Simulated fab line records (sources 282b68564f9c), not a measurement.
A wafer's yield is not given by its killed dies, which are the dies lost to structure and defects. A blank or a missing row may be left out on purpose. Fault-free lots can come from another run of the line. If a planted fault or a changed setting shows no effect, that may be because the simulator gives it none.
fab line records	flow rit-cmos
[record] lots = 10	wafers = 30	last-day = 7
route steps=202 shown NRETRO@56 M1@202
lots that met no fault: taken from a fault-free run of the same line
start-h: hours from the record's opening day to when the first of the lot's shown wafers began	wait-h: how many hours have passed since the lot's step before this one	" same as the row above	L1.1+2: one row covering several wafers at once	- no value, or no start was given	* or withheld: withheld	< > ~ a bound
route shown NAME@n: a module of which the file shows steps, and the number in the route of the first	usual: the fault-free wafers' mean and standard deviation	same: alike in all rows	chamber/n: place in a boat	sites: each site's reading	_std_site: how widely they spread, as a standard deviation	_edge_site: inner sites' mean taken away from outer sites' mean	radius-mm: for every site, how far away it sits from the centre of the wafer	mask NAME#n: copy n	behind: the tool/chamber that last shaped the wafer	hold: why the lot went on hold/how many hours it stayed there/how the hold came to an end	device: names the non-switching transistor (n, p or np)	end of line: tests run on the same wafers once the route is complete	for a step that has no rows: nothing shown but its recipe	killed: not the wafer's yield, but the dies lost to structure and defects at the first sort	map: shows each die of a wafer: x if killed, . if not, _ if none is there
set.NAME: the setting that was run; set.NAME@STEP: the one run at that earlier step	model.NAME: the simulator's own value behind a step, which no gauge read
route steps across a sampled set of lots; one table per step, one row per wafer
services: from which hour (start-h, from the record's first day; less than 0 if before it) a tool's chamber was out of use, for how many hours, and why
[[steps]]
[step RIT_NRETRO_EXPOSE_03]
[recipe] mask-id = M4	na = 0.57	target-cd-nm = 43900	dose-mj = 250
lot.wafer	tool	chamber	start-h	wait-h	mask
L667.2+3+4	iline-stepper-01	0	30.78	0.2	M4#0
L668.1+2+5	iline-stepper-02	0	33.61	0.2	M4#0
L669.1+2+5	iline-stepper-02	0	38.84	0.1	M4#0
L670.1+3+4	iline-stepper-02	0	44.48	0.1	M4#0
L671.2+4+5	iline-stepper-02	0	49.15	0.1	M4#0
L679.1+4+5	iline-stepper-01	0	89.62	0.2	M4#0
L680.4+5+6	iline-stepper-01	0	94.26	0.1	M4#0
L682.2+3+6	iline-stepper-02	0	107.85	0.1	M4#0
L685.2+3+5	iline-stepper-02	0	123.84	0.2	M4#0
L687.4+5+6	iline-stepper-02	0	129.12	0.2	M4#0
[step RIT_NRETRO_OVL_MEAS_06]
[usual] NRETRO_OVL = 0.5/1.4
lot.wafer	tool	chamber	start-h	wait-h	NRETRO_OVL[nm]
L667.2	overlay-02	-	31.20	-	-0.7
L667.3	"	-	"	"	0.3
L667.4	"	-	"	"	-0.4
L668.1	overlay-01	-	34.04	-	0.3
L668.2	"	-	"	"	0.9
L668.5	"	-	"	"	0.5
L669.1	overlay-01	-	39.27	-	-0.7
L669.2	"	-	"	"	-1.0
L669.5	"	-	"	"	-0.4
L670.1	overlay-02	-	44.91	-	0.9
L670.3	"	-	"	"	1.8
L670.4	"	-	"	"	0.4
L671.2	overlay-01	-	49.73	-	1.2
L671.4	"	-	"	"	0.2
L671.5	"	-	"	"	2.5
L679.1	overlay-02	-	90.04	-	421.7
L679.4	"	-	"	"	421.7
L679.5	"	-	"	"	420.6
L680.4	overlay-01	-	94.65	-	422.2
L680.5	"	-	"	"	420.4
L680.6	"	-	"	"	420.7
L682.2	overlay-01	-	108.26	-	1.3
L682.3	"	-	"	"	1.5
L682.6	"	-	"	"	-0.4
L685.2	overlay-01	-	124.25	-	0.6
L685.3	"	-	"	"	-1.0
L685.5	"	-	"	"	-0.9
L687.4	overlay-02	-	129.51	-	-1.7
L687.5	"	-	"	"	-1.3
L687.6	"	-	"	"	-1.4
[step RIT_M1_PROBE_99]
[usual] killed-at-front-end = 7/3.1	killed-dies = 7/3.1	killed-open = 3.6/2.1	killed-short = 3.2/2
[same] gross-dies = 264	killed_at_M0_to_M3 = 0	killed_at_M4_up = 0	killed-at-back-side = 0	killed-at-contacts = 0	killed-at-other = 0
lot.wafer	tool	chamber	start-h	wait-h	killed-at-front-end	killed-dies	killed-open	killed-short
L679.1	prober-02	-	117.91	0.1	5	5	2	3
L679.4	prober-02	-	118.06	0.2	3	3	2	1
L679.5	prober-02	-	118.11	0.2	10	10	4	6
L682.2	prober-01	-	136.33	0.1	6	6	5	1
L682.3	prober-01	-	136.38	0.2	4	4	2	2
L682.6	prober-01	-	136.53	0.2	11	11	7	4
L687.4	prober-02	-	157.63	0.2	5	5	2	3
L687.5	prober-02	-	157.68	0.2	7	7	3	4
L687.6	prober-02	-	157.73	0.2	10	10	5	5
// killed by level:class
L679.1 FOX1:geometric-particle:short=2 FOX1:geometric-particle:open=1 GATE:geometric-particle:open=1 GATE:geometric-particle:short=1
L679.4 GATE:geometric-particle:open=2 SPACER:geometric-particle:short=1
L679.5 FOX1:geometric-particle:short=3 GATE:geometric-particle:open=3 GATE:geometric-particle:short=2 FOX1:geometric-particle:open=1 FOX2:geometric-particle:short=1
L682.2 GATE:geometric-particle:open=3 SPACER:geometric-particle:open=2 REOX:geometric-particle:short=1
L682.3 GATE:geometric-particle:open=1 GATE:geometric-particle:short=1 REOX:geometric-particle:short=1 REOX:geometric-particle:open=1
L682.6 GATE:geometric-particle:open=4 GATE:geometric-particle:short=2 REOX:geometric-particle:short=2 REOX:geometric-particle:open=2 SILICIDE:geometric-particle:open=1
L687.4 GATE:geometric-particle:short=3 GATE:geometric-particle:open=2
L687.5 GATE:geometric-particle:short=2 REOX:geometric-particle:open=2 FOX1:geometric-particle:short=1 GATE:geometric-particle:open=1 SILICIDE:geometric-particle:short=1
L687.6 FOX1:geometric-particle:short=4 GATE:geometric-particle:open=2 FOX1:geometric-particle:open=1 GATE:geometric-particle:short=1 REOX:geometric-particle:open=1 SPACER:geometric-particle:open=1
[[services]]
tool	chamber	start-h	hours	kind
iline-stepper-02	-	9.16	1.0	repair
[[key]]
[first-sign] step = RIT_NRETRO_OVL_MEAS_06	reading = NRETRO_OVL	direction = up	sigmas = 99+	usual = 0.5	struck = 421.2
effect none on later readings
met-at RIT_NRETRO_EXPOSE_03
struck-lots L679,L680
tester-left-out L679,L680
[loop-trim] step = RIT_M1_EXPOSE_06	setting = dose	lots = L679,L680
onset-between 30.78 89.62
[fault] kind = scanner-matching-overlay	tool = iline-stepper-01	chamber = -	onset-h = 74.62	steps = RIT_NRETRO_EXPOSE_03	offset = 420
// tester-left-out: of these lots the tester's yield and bins aren't shown, on N5 and GAA mostly nor the transistor test; their killed dies are dies lost to structure and defects alone, not to doping, threshold or leakage, so they don't give the yield
// loop-trim: a control loop set the setting to another value than it would have without faults
